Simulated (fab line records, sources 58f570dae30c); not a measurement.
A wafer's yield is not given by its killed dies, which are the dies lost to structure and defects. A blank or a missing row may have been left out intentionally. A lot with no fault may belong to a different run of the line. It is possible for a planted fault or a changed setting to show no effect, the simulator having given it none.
What tool caused it? + flow berkeleyCmos170 + 13 lots, 39 wafers sampled, at 3 steps of a route of 331

== WHAT THE GAUGES READ, wafer by wafer ==
UCB170_PWELL_OVL_MEAS_13. Usual: PWELL_OVL typically reads -1 nm, with standard deviation 6.9.
| lot  | measured    | on         | PWELL_OVL (nm) | flag |
|------|-------------|------------|----------------|------|
| L466 | day 3 20:16 | overlay-02 | -2 6 -5        |      |
| L468 | day 4 04:11 | overlay-02 | -5 -3 -4       |      |
| L469 | day 5 06:58 | overlay-02 | -7 -11 -3      |      |
| L472 | day 5 14:41 | overlay-02 | -1 -3 2        |      |
| L471 | day 5 15:14 | overlay-01 | - - -          | OFF  |
| L475 | day 6 01:30 | overlay-01 | -7 0 -9        |      |
| L480 | day 6 20:51 | overlay-02 | -5 -3 -11      |      |
| L484 | day 7 04:56 | overlay-01 | 9 6 3          |      |
| L482 | day 7 05:05 | overlay-01 | -1 3 0         |      |
| L486 | day 7 12:45 | overlay-01 | -4 -13 -10     |      |
| L485 | day 7 13:28 | overlay-02 | 13 5 11        |      |
| L487 | day 7 22:22 | overlay-01 | 8 9 0          |      |
| L488 | day 7 22:37 | overlay-02 | -10 1 -10      |      |

UCB170_PWELL_TW_MEAS_17. Usual: PWELL_TW typically reads 381.1, with standard deviation 2.5.
| lot  | measured    | on           | PWELL_TW          | flag |
|------|-------------|--------------|-------------------|------|
| L466 | day 3 20:40 | filmMetro-02 | 382.8 381.2 381.0 |      |
| L468 | day 4 04:34 | filmMetro-04 | 378.4 379.3 379.0 |      |
| L469 | day 5 07:22 | filmMetro-02 | 384.0 383.8 383.9 |      |
| L472 | day 5 15:04 | filmMetro-02 | 383.6 383.4 384.7 |      |
| L471 | day 5 15:38 | filmMetro-02 | 30.1 30.3 30.3    | OFF  |
| L475 | day 6 01:53 | filmMetro-02 | 381.7 381.7 382.7 |      |
| L480 | day 6 21:14 | filmMetro-04 | 380.1 380.3 379.4 |      |
| L484 | day 7 05:20 | filmMetro-04 | 379.2 378.7 378.6 |      |
| L482 | day 7 05:29 | filmMetro-01 | 381.4 379.2 380.4 |      |
| L486 | day 7 13:08 | filmMetro-04 | 377.0 376.4 376.6 |      |
| L485 | day 7 13:52 | filmMetro-01 | 380.4 381.7 381.2 |      |
| L487 | day 7 22:46 | filmMetro-02 | 384.1 384.0 384.6 |      |
| L488 | day 7 23:00 | filmMetro-01 | 380.0 381.7 381.2 |      |

== WHAT TOOL EACH LOT RAN ON (gives the tool, then ch and the chambers of the sampled wafers, and finally the start) ==
| lot  | UCB170_PWELL_EXPOSE_10          |
|------|---------------------------------|
| L466 | krfScanner-01 ch 0, day 3 19:42 |
| L468 | krfScanner-01 ch 0, day 4 03:34 |
| L469 | krfScanner-01 ch 0, day 5 06:35 |
| L472 | krfScanner-01 ch 0, day 5 13:30 |
| L471 | krfScanner-01 ch 0, day 5 14:12 |
| L475 | krfScanner-01 ch 0, day 6 00:14 |
| L480 | krfScanner-01 ch 0, day 6 20:25 |
| L484 | krfScanner-02 ch 0, day 7 04:24 |
| L482 | krfScanner-02 ch 0, day 7 04:43 |
| L486 | krfScanner-01 ch 0, day 7 12:22 |
| L485 | krfScanner-02 ch 0, day 7 12:37 |
| L487 | krfScanner-02 ch 0, day 7 21:59 |
| L488 | krfScanner-01 ch 0, day 7 22:13 |
- UCB170_PWELL_EXPOSE_10: exposes mask PWELL, target cd 3000 nm.

== AS READ BY THE TOOLS THEMSELVES (means over the sampled wafers that have a number; for cases with no such wafer, the mark the record gives instead) ==
The record holds no such reading with a usual standard deviation.

== THE ANSWER, worked out from the rows above alone ==
Rule: a lot counts as off when the mean over its wafers that have a number is more than 3 standard deviations away from the usual mean. Also off: a lot with no number at a reading for which 4 or more lots have one. Any other lot the step has rows for is counted as sound. After the gauges, taken in route order, come the tools' own readings; for these a lot's mean is taken, as printed above. At the first step where some lot is off, the reading lying furthest off is the one used; lots without a number count as furthest.
Off: at UCB170_PWELL_OVL_MEAS_13 (PWELL_OVL), L471. Without a number there: L471.
A tool fits if, at a process step before that reading, it ran every lot that is off, and no sound lot after the first of them. The gauges at UCB170_PWELL_OVL_MEAS_13 aren't tried: what is off there is off at UCB170_PWELL_TW_MEAS_17 too, on other tools, and a gauge's error can't cause that. Of those tried, none fits.

== WHAT THE SIMULATOR PUT IN ==
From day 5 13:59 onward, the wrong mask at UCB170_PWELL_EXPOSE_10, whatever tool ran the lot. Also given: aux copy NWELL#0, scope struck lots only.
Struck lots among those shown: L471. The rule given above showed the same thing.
